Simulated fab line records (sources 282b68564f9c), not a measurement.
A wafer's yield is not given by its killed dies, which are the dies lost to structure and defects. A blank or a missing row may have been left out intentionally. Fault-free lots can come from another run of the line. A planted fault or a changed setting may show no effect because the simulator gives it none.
fab line records | flow rit-cmos
record: lots: 6 wafers: 18 last-day: 7
route steps=202 shown PLDD@159 NLDD@160 SILICIDE@161 CONTACT@168 M1@202
lots that met no fault: taken from a fault-free run of the same line
start-h: hours from the record's first day to the start of the lot's first wafer shown | wait-h: hours elapsed since this lot's preceding step | " as in the row above | L1.1+2: a single row standing in for several wafers | - value missing, or start not given | * or withheld: withheld | < > ~ a bound
route shown NAME@n: a module of which the file shows steps, and the number in the route of the first | usual: average and standard deviation across the fault-free wafers | same: alike in all rows | chamber/n: place in a boat | sites: readings site by site | _std_site: the standard deviation of these | _edge_site: inner sites' mean taken away from outer sites' mean | radius-mm: for every site, how far away it sits from the centre of the wafer | mask NAME#n: copy n | behind: the tool/chamber that last shaped the wafer | hold: reason for holding the lot/hours on hold/outcome of the hold | device: names the non-switching transistor (n, p or np) | end of line: tests run on the same wafers once the route is complete | for a step that has no rows: nothing shown but its recipe | killed: the dies lost at the first sort to structure and to defects; this is not the yield of the wafer | map: per-die view of a wafer (x killed, . not killed, _ where there is no die)
set.NAME: the run value of the setting; set.NAME@STEP: its run value at that earlier step | model.NAME: the simulator's own value behind a step, which no gauge read
lots seen at some steps along the route; tables by step, rows by wafer
services: a tool's chamber out of use, with start hour (start-h, from the record's first day; less than 0 if before it), hours out, and reason
== steps ==
step: RIT_SDANNEAL_RS_MEAS_06
recipe: thk-meas-gauge: four-point-probe
usual: PLDD_RS: 176.8/0.44
columns lot.wafer tool chamber start-h wait-h PLDD_RS[ohm/sq]
L182.3 film-metro-04 - 56.38 0.1 177.5
L182.4 " - " " 177.4
L182.6 " - " " 176.9
L185.1 film-metro-04 - 71.29 0.1 176.0
L185.3 " - " " 176.3
L185.6 " - " " 176.3
L191.2 film-metro-01 - 100.24 0.1 176.7
L191.4 " - " " 177.3
L191.6 " - " " 177.4
L192.1 film-metro-02 - 104.41 0.1 176.8
L192.4 " - " " 176.8
L192.6 " - " " 176.7
L194.1 film-metro-04 - 113.88 0.1 176.9
L194.3 " - " " 176.7
L194.6 " - " " 177.1
L202.1 film-metro-01 - 159.24 0.1 177.6
L202.3 " - " " 178.0
L202.6 " - " " 177.8
step: RIT_SDANNEAL_RS_MEAS_07
recipe: thk-meas-gauge: four-point-probe
usual: NLDD_RS: 151.5/0.6
columns lot.wafer tool chamber start-h wait-h NLDD_RS[ohm/sq]
L182.3 film-metro-04 - 56.50 0.1 151.0
L182.4 " - " " 151.0
L182.6 " - " " 152.0
L185.1 film-metro-04 - 71.41 0.1 152.5
L185.3 " - " " 152.0
L185.6 " - " " 151.9
L191.2 film-metro-01 - 100.36 0.1 151.7
L191.4 " - " " 151.8
L191.6 " - " " 151.8
L192.1 film-metro-02 - 104.53 0.1 151.5
L192.4 " - " " 151.7
L192.6 " - " " 151.7
L194.1 film-metro-04 - 114.00 0.1 151.6
L194.3 " - " " 151.4
L194.6 " - " " 151.4
L202.1 film-metro-01 - 159.36 0.1 151.7
L202.3 " - " " 151.9
L202.6 " - " " 152.5
step: RIT_SILICIDE_WET_ETCH_00
recipe: chemistry: BOE target: SiO2 target-depth-nm: 14 time-s: 15 dry: n2-spin dilution: 10:1 temp-c: 21.5
step: RIT_SILICIDE_SPUTTER_01
recipe: material: Ti target-thk-nm: 30 power-w: 350 chamber-pressure-pa: 0.6451 gas: Ar time-s: 240 substrate-temp-c: 25
usual: throttle-valve-pct: 29.8/1.5
columns lot.wafer tool chamber start-h wait-h throttle-valve-pct
L182.3 pvd-sputter-02 - 56.60 0.0 30.6
L182.4 " - " " 27.1
L182.6 " - " " 31.6
L185.1 pvd-sputter-01 - 71.55 0.0 30.1
L185.3 " - " " 31.2
L185.6 " - " " 29.3
L191.2 pvd-sputter-01 - 100.47 0.0 29.3
L191.4 " - " " 27.9
L191.6 " - " " 31.1
L192.1 pvd-sputter-02 - 104.67 0.0 31.7
L192.4 " - " " 30.7
L192.6 " - " " 32.0
L194.1 pvd-sputter-02 - 114.13 0.0 30.6
L194.3 " - " " 30.9
L194.6 " - " " 31.2
L202.1 pvd-sputter-02 - 159.52 0.0 30.6
L202.3 " - " " 30.9
L202.6 " - " " 27.1
step: RIT_SILICIDE_RS_MEAS_02
recipe: thk-meas-gauge: four-point-probe reads: Ti_of_SILICIDE_SPUTTER_01
usual: SILICIDE_TI_RS: 44.5/0.55
columns lot.wafer tool chamber start-h wait-h SILICIDE_TI_RS[ohm/sq]
L182.3 film-metro-03 - 56.79 0.1 44.5
L182.4 " - " " 44.2
L182.6 " - " " 44.8
L185.1 film-metro-03 - 71.70 0.1 43.7
L185.3 " - " " 44.5
L185.6 " - " " 44.2
L191.2 film-metro-02 - 100.64 0.1 45.1
L191.4 " - " " 44.7
L191.6 " - " " 44.6
L192.1 film-metro-03 - 104.82 0.1 44.4
L192.4 " - " " 43.8
L192.6 " - " " 44.0
L194.1 film-metro-01 - 114.28 0.1 44.0
L194.3 " - " " 44.4
L194.6 " - " " 44.3
L202.1 film-metro-03 - 159.67 0.1 43.7
L202.3 " - " " 44.2
L202.6 " - " " 43.6
step: RIT_SILICIDE_THK_MEAS_03
recipe: thk-meas-gauge: xrf reads: Ti_of_SILICIDE_SPUTTER_01
usual: SILICIDE_TI_THK: 30.4/0.33
columns lot.wafer tool chamber start-h wait-h SILICIDE_TI_THK[nm]
L182.3 film-metro-03 - 56.89 0.1 30.5
L182.4 " - " " 30.6
L182.6 " - " " 30.2
L185.1 film-metro-03 - 71.82 0.1 30.8
L185.3 " - " " 30.5
L185.6 " - " " 30.6
L191.2 film-metro-02 - 100.75 0.1 30.0
L191.4 " - " " 30.1
L191.6 " - " " 30.2
L192.1 film-metro-03 - 104.94 0.1 30.5
L192.4 " - " " 30.8
L192.6 " - " " 30.6
L194.1 film-metro-01 - 114.40 0.1 30.6
L194.3 " - " " 30.2
L194.6 " - " " 30.3
L202.1 film-metro-03 - 159.79 0.1 30.9
L202.3 " - " " 30.4
L202.6 " - " " 30.8
step: RIT_SILICIDE_RTA_04
recipe: temp-c: 650 time-s: 10 idle-temp-c: 25 ramp-up-s: 5 ramp-down-s: 5 cool-to-c: 25 ambient: N2
usual: wafer_temp_C_max: 653.2/1.6
columns lot.wafer tool chamber start-h wait-h wafer_temp_C_max
L182.3 rtp-anneal-02 0 56.95 0.1 654.3
L182.4 " 0 " " 653.5
L182.6 " 0 " " 655.5
L185.1 rtp-anneal-01 0 71.88 0.1 651.8
L185.3 " 0 " " 651.3
L185.6 " 0 " " 651.8
L191.2 rtp-anneal-01 0 100.81 0.1 651.3
L191.4 " 0 " " 651.9
L191.6 " 0 " " 651.4
L192.1 rtp-anneal-02 0 105.00 0.1 653.5
L192.4 " 0 " " 655.3
L192.6 " 0 " " 654.5
L194.1 rtp-anneal-02 0 114.46 0.1 654.4
L194.3 " 0 " " 657.6
L194.6 " 0 " " 655.1
L202.1 rtp-anneal-02 0 159.85 0.1 656.9
L202.3 " 0 " " 655.0
L202.6 " 0 " " 654.5
step: RIT_SILICIDE_WET_ETCH_05
recipe: chemistry: SPM target: Ti temp-c: 90 time-s: 120 dry: n2-spin
step: RIT_SILICIDE_RTA_06
recipe: temp-c: 750 time-s: 10 idle-temp-c: 25 ramp-up-s: 5 ramp-down-s: 10 cool-to-c: 25 ambient: N2
usual: wafer_temp_C_max: 753.4/1.9
columns lot.wafer tool chamber start-h wait-h wafer_temp_C_max
L182.3 rtp-anneal-01 0 57.06 0.0 751.5
L182.4 " 0 " " 751.8
L182.6 " 0 " " 751.7
L185.1 rtp-anneal-02 0 71.98 0.0 754.8
L185.3 " 0 " " 754.4
L185.6 " 0 " " 754.7
L191.2 rtp-anneal-02 0 100.92 0.0 754.4
L191.4 " 0 " " 757.9
L191.6 " 0 " " 756.1
L192.1 rtp-anneal-01 0 105.11 0.0 751.6
L192.4 " 0 " " 752.0
L192.6 " 0 " " 751.7
L194.1 rtp-anneal-01 0 114.57 0.0 752.3
L194.3 " 0 " " 752.0
L194.6 " 0 " " 751.3
L202.1 rtp-anneal-01 0 160.07 0.0 752.1
L202.3 " 0 " " 751.9
L202.6 " 0 " " 751.3
step: RIT_CONTACT_CVD_00
recipe: material: SiO2 target-thk-nm: 400 precursor: TEOS temp-c: 390 time-s: 61 rf-w: 400
usual: heater-power-w: 314/54 rf-fwd-power-W: 395.9/1.7
columns lot.wafer tool chamber start-h wait-h heater-power-w rf-fwd-power-W
L182.3 pecvd-01 1 57.10 0.0 353 394.3
L182.4 " 1 " " 362 394.5
L182.6 " 2 " " 326 391.4
L185.1 pecvd-01 1 72.05 0.1 330 396.4
L185.3 " 2 " " 366 393.8
L185.6 " 0 " " 287 397.8
L191.2 pecvd-03 2 100.98 0.0 407 395.2
L191.4 " 0 " " 284 399.3
L191.6 " 2 " " 424 395.9
L192.1 pecvd-04 0 105.17 0.1 361 394.7
L192.4 " 0 " " 258 394.4
L192.6 " 1 " " 263 397.9
L194.1 pecvd-03 2 114.64 0.1 413 395.2
L194.3 " 1 " " 256 395.4
L194.6 " 2 " " 423 398.2
L202.1 pecvd-01 0 160.13 0.1 311 398.6
L202.3 " 1 " " 352 392.2
L202.6 " 0 " " 320 397.0
step: RIT_CONTACT_THK_MEAS_01
recipe: reads: SiO2_of_CONTACT_CVD_00
usual: CONTACT_TEOS_THK: 399/5.9
columns lot.wafer tool chamber start-h wait-h CONTACT_TEOS_THK[nm]
L182.3 film-metro-02 - 57.17 0.0 401
L182.4 " - " " 404
L182.6 " - " " 400
L185.1 film-metro-02 - 72.10 0.0 397
L185.3 " - " " 392
L185.6 " - " " 409
L191.2 film-metro-03 - 101.04 0.0 396
L191.4 " - " " 398
L191.6 " - " " 398
L192.1 film-metro-04 - 105.25 0.1 396
L192.4 " - " " 401
L192.6 " - " " 390
L194.1 film-metro-03 - 114.69 0.0 391
L194.3 " - " " 390
L194.6 " - " " 402
L202.1 film-metro-04 - 160.18 0.0 395
L202.3 " - " " 386
L202.6 " - " " 403
step: RIT_CONTACT_HMDS_02
recipe: prime-time-s: 60 prime-temp-c: 140
step: RIT_CONTACT_COAT_03
recipe: resist: NOVOLAK spin-rpm: 3250 resist-thk-nm: 1000
usual: chill-plate-temp-C: 22.99/0.1 spin-speed-rpm: 3249.8/2.4
columns lot.wafer tool chamber start-h wait-h chill-plate-temp-C spin-speed-rpm model.NOVOLAK_of_CONTACT_COAT_03.thk-nm
L182.3 litho-track-02 0 57.48 0.1 22.95 3250.7 1002
L182.4 " 0 " " 23.04 3249.6 1003
L182.6 " 0 " " 23.17 3249.8 1002
L185.1 litho-track-03 0 72.31 0.1 22.89 3246.7 997
L185.3 " 0 " " 22.82 3252.0 998.7
L185.6 " 0 " " 22.99 3249.5 999.9
L191.2 litho-track-02 0 101.26 0.1 23.03 3902.3 907.9
L191.4 " 0 " " 22.88 3899.4 910.9
L191.6 " 0 " " 23.09 3906.3 908.6
L192.1 litho-track-02 0 105.46 0.1 23.14 3906.1 913
L192.4 " 0 " " 23.08 3902.0 912.2
L192.6 " 0 " " 22.97 3905.9 912.1
L194.1 litho-track-03 0 114.90 0.1 22.96 3245.3 1006
L194.3 " 0 " " 22.97 3245.4 999.9
L194.6 " 0 " " 22.92 3248.3 1002
L202.1 litho-track-04 0 160.39 0.1 22.96 3247.3 1001
L202.3 " 0 " " 22.98 3254.8 1001
L202.6 " 0 " " 23.19 3250.8 1002
step: RIT_CONTACT_SOFTBAKE_04
recipe: resist: NOVOLAK temp-c: 90 time-s: 60
step: RIT_CONTACT_EXPOSE_05
recipe: mask-id: M11 na: 0.6 source-shape: conventional sigma-outer: 0.5 target-cd-nm: 1000 dose-mj: 250
step: RIT_CONTACT_PEB_06
recipe: resist: NOVOLAK temp-c: withheld time-s: withheld
step: RIT_CONTACT_DEVELOP_07
recipe: resist: NOVOLAK develop-time-s: 120 dev-temp-c: 23.46
usual: chill-plate-temp-C: 22.98/0.11
columns lot.wafer tool chamber start-h wait-h chill-plate-temp-C model.CONTACT.cd-nm
L182.3 litho-track-04 0 - - 23.00 1002
L182.4 " 0 " " 22.94 1005
L182.6 " 0 " " 22.87 1007
L185.1 litho-track-02 0 - - 23.07 1002
L185.3 " 0 " " 23.04 1003
L185.6 " 0 " " 22.94 1002
L191.2 litho-track-03 0 - - 22.79 1011
L191.4 " 0 " " 22.78 1011
L191.6 " 0 " " 22.68 1011
L192.1 litho-track-03 0 - - 23.05 1013
L192.4 " 0 " " 23.02 1010
L192.6 " 0 " " 23.08 1010
L194.1 litho-track-02 0 - - 23.06 998.7
L194.3 " 0 " " 23.01 997.3
L194.6 " 0 " " 23.06 997.6
L202.1 litho-track-04 0 - - 22.95 1001
L202.3 " 0 " " 23.14 1003
L202.6 " 0 " " 23.01 1000
step: RIT_CONTACT_CD_MEAS_08
recipe: target-cd-nm: 1000
usual: cd-nm: 1001.3/2.2
columns lot.wafer tool chamber start-h wait-h cd-nm
L182.3 cd-sem-02 - 58.53 - 1002.2
L182.4 " - " " 1005.0
L182.6 " - " " 1006.9
L185.1 cd-sem-02 - 73.13 - 1001.9
L185.3 " - " " 1002.4
L185.6 " - " " 1002.4
L191.2 cd-sem-02 - 102.08 - 1011.1
L191.4 " - " " 1010.7
L191.6 " - " " 1011.2
L192.1 cd-sem-02 - 106.37 - 1012.9
L192.4 " - " " 1010.3
L192.6 " - " " 1010.0
L194.1 cd-sem-02 - 115.84 - 998.8
L194.3 " - " " 997.0
L194.6 " - " " 997.2
L202.1 cd-sem-01 - 161.29 - 1001.5
L202.3 " - " " 1002.9
L202.6 " - " " 1000.2
step: RIT_CONTACT_OVL_MEAS_09
usual: CONTACT_OVL: -0.8/1.2
columns lot.wafer tool chamber start-h wait-h CONTACT_OVL[nm]
L182.3 overlay-02 - 58.62 0.1 -1.8
L182.4 " - " " -0.4
L182.6 " - " " 0.0
L185.1 overlay-02 - 73.25 0.1 0.0
L185.3 " - " " 0.3
L185.6 " - " " 1.3
L191.2 overlay-02 - 102.18 0.1 0.0
L191.4 " - " " 0.5
L191.6 " - " " -0.8
L192.1 overlay-02 - 106.49 0.1 0.6
L192.4 " - " " -0.7
L192.6 " - " " -1.2
L194.1 overlay-01 - 115.96 0.1 0.4
L194.3 " - " " -1.3
L194.6 " - " " -0.4
L202.1 overlay-01 - 161.41 0.1 -2.5
L202.3 " - " " -1.6
L202.6 " - " " -1.8
step: RIT_CONTACT_HARDBAKE_10
recipe: resist: NOVOLAK temp-c: 140 time-s: 60
step: RIT_CONTACT_ETCH_11
recipe: target-depth-a: 4800 over-etch-frac: 0.2 stop-on: TiSi2 chemistry: CHF3/CF4/Ar target: SiO2 CHF3_flow_sccm: 50 cf4-flow-sccm: 10 Ar_flow_sccm: 100 O2_flow_sccm: 5 pressure-mtorr: 100 rf-w: 200 time-s: 320
usual: O2_flow_sccm: 4.997/0.015 drypump-motor-current-A: 5.8/0.34 oes-product-au: 0.987/0.017 rf-fwd-power-W: 199.7/0.59 throttle-valve-pct: 8.85/0.13
columns lot.wafer tool chamber start-h wait-h O2_flow_sccm drypump-motor-current-A oes-product-au rf-fwd-power-W rf-hours-counter-h throttle-valve-pct model.NOVOLAK_of_CONTACT_COAT_03.thk-nm model.CONTACT.cd-nm
L182.3 rie-diel-04 2 58.79 0.1 5.034 5.9 0.997 199.9 121 8.73 770.6 1002
L182.4 " 0 " " 5.005 6.3 1.010 199.9 19 8.82 772 1005
L182.6 " 2 " " 5.008 5.9 0.991 199.8 - 8.73 769.4 1007
L185.1 rie-diel-04 1 73.43 0.1 5.002 6.0 0.978 200.1 99 8.90 764.3 1002
L185.3 " 0 " " 4.953 6.3 1.009 199.4 19 8.81 769.4 1003
L185.6 " 0 " " 5.002 6.3 1.013 199.1 - 8.81 771.3 1003
L191.2 rie-diel-02 2 102.36 0.1 5.005 5.7 0.968 200.1 83 9.05 691.7 1011
L191.4 " 3 " " 5.009 5.3 0.958 199.1 134 8.80 689.1 1010
L191.6 " 0 " " 4.982 5.6 1.006 199.4 - 8.69 691.8 1011
L192.1 rie-diel-01 3 106.68 0.1 5.019 6.1 0.998 199.8 37 8.68 694.7 1013
L192.4 " 0 " " 5.017 6.5 0.958 199.1 4 9.05 694.1 1010
L192.6 " 0 " " 4.983 6.5 0.963 200.3 - 9.04 694.2 1010
L194.1 rie-diel-04 2 116.14 0.1 5.002 5.9 0.988 198.5 122 8.73 773.2 998.5
L194.3 " 1 " " 4.997 6.0 0.974 200.7 100 8.87 766.2 997
L194.6 " 3 " " 4.980 5.3 1.014 199.7 - 8.99 771 997.4
L202.1 rie-diel-02 2 161.59 0.1 4.985 5.7 0.962 199.0 84 9.06 772.9 1001
L202.3 " 3 " " 4.994 5.3 0.954 200.2 135 8.79 768.7 1002
L202.6 " 1 " " 5.000 5.9 0.985 199.0 - 8.92 771.8 1000
step: RIT_CONTACT_STRIP_12
recipe: chemistry: O2 time-s: 180 resist: NOVOLAK platen-temp-c: withheld power-w: 500 pressure-mtorr: 4000 o2-flow-sccm: 4000
usual: drypump-motor-current-A: 5.6/0.43
columns lot.wafer tool chamber start-h wait-h drypump-motor-current-A rf-hours-counter-h
L182.3 plasma-asher-04 0 59.05 0.2 5.0 -
L182.4 " 1 " " 6.1 -
L182.6 " 0 " " 4.9 -
L185.1 plasma-asher-01 0 73.63 0.1 5.1 44
L185.3 " 1 " " 5.9 -
L185.6 " 1 " " 5.9 -
L191.2 plasma-asher-04 1 102.56 0.1 6.1 47
L191.4 " 0 " " 5.0 -
L191.6 " 0 " " 5.0 -
L192.1 plasma-asher-01 1 106.87 0.1 5.9 48
L192.4 " 0 " " 5.1 -
L192.6 " 1 " " 5.9 -
L194.1 plasma-asher-04 0 116.34 0.1 4.9 49
L194.3 " 0 " " 4.9 -
L194.6 " 0 " " 4.9 -
L202.1 plasma-asher-04 0 161.79 0.1 5.0 54
L202.3 " 1 " " 6.1 -
L202.6 " 1 " " 6.0 -
step: RIT_M1_PROBE_99
usual: killed-at-contacts: 0.1/0.24 killed-at-front-end: 6.7/2.9 killed-dies: 6.8/2.9 killed-open: 3.5/1.8 killed-short: 3.3/2.1
same: gross-dies: 264 killed_at_M0_to_M3: 0 killed_at_M4_up: 0 killed-at-back-side: 0 killed-at-other: 0
columns lot.wafer tool chamber start-h wait-h killed-at-contacts killed-at-front-end killed-dies killed-open killed-short
L182.3 prober-01 - 63.87 0.2 0 8 8 2 6
L182.4 prober-01 - 63.92 0.2 1 10 11 5 6
L182.6 prober-01 - 64.02 0.2 0 7 7 3 4
L185.1 prober-02 - 78.41 0.1 1 9 10 4 6
L185.3 prober-02 - 78.51 0.2 0 2 2 0 2
L185.6 prober-02 - 78.66 0.2 0 9 9 5 4
L191.2 prober-02 - 109.00 0.1 0 7 7 5 2
L191.4 prober-02 - 109.10 0.2 0 3 3 3 0
L191.6 prober-02 - 109.20 0.2 0 5 5 5 0
L192.1 prober-01 - 112.10 0.1 0 9 9 4 5
L192.4 prober-01 - 112.25 0.2 1 8 9 2 7
L192.6 prober-01 - 112.35 0.2 0 6 6 2 4
L194.1 prober-01 - 121.85 0.1 0 5 5 4 1
L194.3 prober-01 - 121.95 0.2 0 10 10 6 4
L194.6 prober-01 - 122.10 0.2 0 5 5 5 0
L202.1 prober-02 - 166.54 0.1 0 8 8 1 7
L202.3 prober-02 - 166.64 0.2 0 7 7 3 4
L202.6 prober-02 - 166.79 0.2 0 7 7 5 2
killed by level:class
L182.3 GATE:geometric-particle:short=4 GATE:geometric-particle:open=2 SPACER:geometric-particle:short=1 SILICIDE:geometric-particle:short=1
L182.4 GATE:geometric-particle:short=3 SILICIDE:geometric-particle:open=2 GATE:geometric-particle:open=2 FOX1:geometric-particle:open=1 FOX2:geometric-particle:short=1 SILICIDE:geometric-particle:short=1 CONTACT:geometric-particle:short=1
L182.6 GATE:geometric-particle:open=2 FOX1:geometric-particle:short=1 GATE:geometric-particle:short=1 REOX:geometric-particle:open=1 SPACER:geometric-particle:short=1 SILICIDE:geometric-particle:short=1
L185.1 REOX:geometric-particle:short=2 SPACER:geometric-particle:short=2 FOX1:geometric-particle:open=1 GATE:geometric-particle:short=1 GATE:geometric-particle:open=1 SPACER:geometric-particle:open=1 SILICIDE:geometric-particle:short=1 CONTACT:geometric-particle:open=1
L185.3 REOX:geometric-particle:short=1 SPACER:geometric-particle:short=1
L185.6 GATE:geometric-particle:open=2 REOX:geometric-particle:short=2 REOX:geometric-particle:open=2 GATE:geometric-particle:short=1 SPACER:geometric-particle:short=1 SPACER:geometric-particle:open=1
L191.2 GATE:geometric-particle:open=2 SPACER:geometric-particle:open=2 FOX1:geometric-particle:short=1 REOX:geometric-particle:open=1 SPACER:geometric-particle:short=1
L191.4 FOX2:geometric-particle:open=1 GATE:geometric-particle:open=1 REOX:geometric-particle:open=1
L191.6 GATE:geometric-particle:open=2 SPACER:geometric-particle:open=2 REOX:geometric-particle:open=1
L192.1 GATE:geometric-particle:open=2 REOX:geometric-particle:open=2 REOX:geometric-particle:short=2 SPACER:geometric-particle:short=2 GATE:geometric-particle:short=1
L192.4 GATE:geometric-particle:short=6 FOX1:geometric-particle:open=1 GATE:geometric-particle:open=1 CONTACT:geometric-particle:short=1
L192.6 GATE:geometric-particle:short=3 GATE:geometric-particle:open=1 REOX:geometric-particle:open=1 REOX:geometric-particle:short=1
L194.1 FOX2:geometric-particle:short=1 GATE:geometric-particle:open=1 REOX:geometric-particle:open=1 SPACER:geometric-particle:open=1 SILICIDE:geometric-particle:open=1
L194.3 SILICIDE:geometric-particle:open=3 REOX:geometric-particle:open=2 SILICIDE:geometric-particle:short=2 GATE:geometric-particle:short=1 SPACER:geometric-particle:open=1 SPACER:geometric-particle:short=1
L194.6 GATE:geometric-particle:open=3 FOX2:geometric-particle:open=1 SILICIDE:geometric-particle:open=1
L202.1 FOX1:geometric-particle:short=2 REOX:geometric-particle:short=2 ACTIVE:geometric-particle:short=1 GATE:geometric-particle:short=1 SPACER:geometric-particle:open=1 SILICIDE:geometric-particle:short=1
L202.3 GATE:geometric-particle:short=3 ACTIVE:geometric-particle:open=1 FOX1:geometric-particle:open=1 FOX1:geometric-particle:short=1 GATE:geometric-particle:open=1
L202.6 SILICIDE:geometric-particle:open=2 FOX1:geometric-particle:open=1 FOX2:geometric-particle:open=1 REOX:geometric-particle:short=1 SPACER:geometric-particle:open=1 SILICIDE:geometric-particle:short=1
== services ==
columns tool chamber start-h hours kind
pecvd-03 - 34.71 2.8 pm
pecvd-01 - 43.23 2.8 pm
rie-diel-01 1 59.20 21.4 repair
rie-diel-04 - 62.88 2.8 pm
rie-diel-04 3 70.85 2.9 repair
rie-diel-02 3 78.01 6.5 repair
pecvd-03 - 80.27 0.7 repair
rie-diel-01 2 80.58 - clean
rie-diel-01 2 80.58 10.5 scheduled-down
rie-diel-01 2 80.58 10.5 vent-cycle
pecvd-04 2 102.56 9.9 repair
plasma-asher-01 - 115.41 1.7 repair
plasma-asher-04 - 119.81 1.1 repair
rtp-anneal-02 - 151.11 1.1 pm
rie-diel-04 2 156.44 4.2 repair
pecvd-03 - 156.69 1.4 repair
== key ==
first-sign: step: RIT_CONTACT_COAT_03 reading: spin-speed-rpm direction: up sigmas: 99+ usual: 3249.8 struck: 3903.7
effect: step: RIT_CONTACT_CD_MEAS_08 reading: cd-nm direction: up sigmas: 4.4 usual: 1001.3 struck: 1011.0
model-effect: step: RIT_CONTACT_COAT_03 value: NOVOLAK_of_CONTACT_COAT_03.thk-nm without: 998.2 struck: 910.8
model-effect: step: RIT_CONTACT_DEVELOP_07 value: CONTACT.cd-nm without: 1002 struck: 1011
model-effect: step: RIT_CONTACT_ETCH_11 value: NOVOLAK_of_CONTACT_COAT_03.thk-nm without: 769.1 struck: 692.6
met-at RIT_CONTACT_COAT_03
struck-wafers L191.2,L191.4,L191.6,L192.1,L192.4,L192.6
tester-left-out L191,L192
onset-between 57.48 101.26
fault: kind: process-parameter-drift tool: litho-track-02 chamber: - onset-h: 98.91 steps: RIT_CONTACT_COAT_03 channel: spin-rpm offset: 654.1 shape: step end-h: 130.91 acts-in: these-recipes-only stated: 3250
tester-left-out: of these lots the tester's yield and bins aren't shown, on N5 and GAA mostly nor the transistor test; their killed dies are dies lost to structure and defects alone, not to doping, threshold or leakage, so they don't give the yield
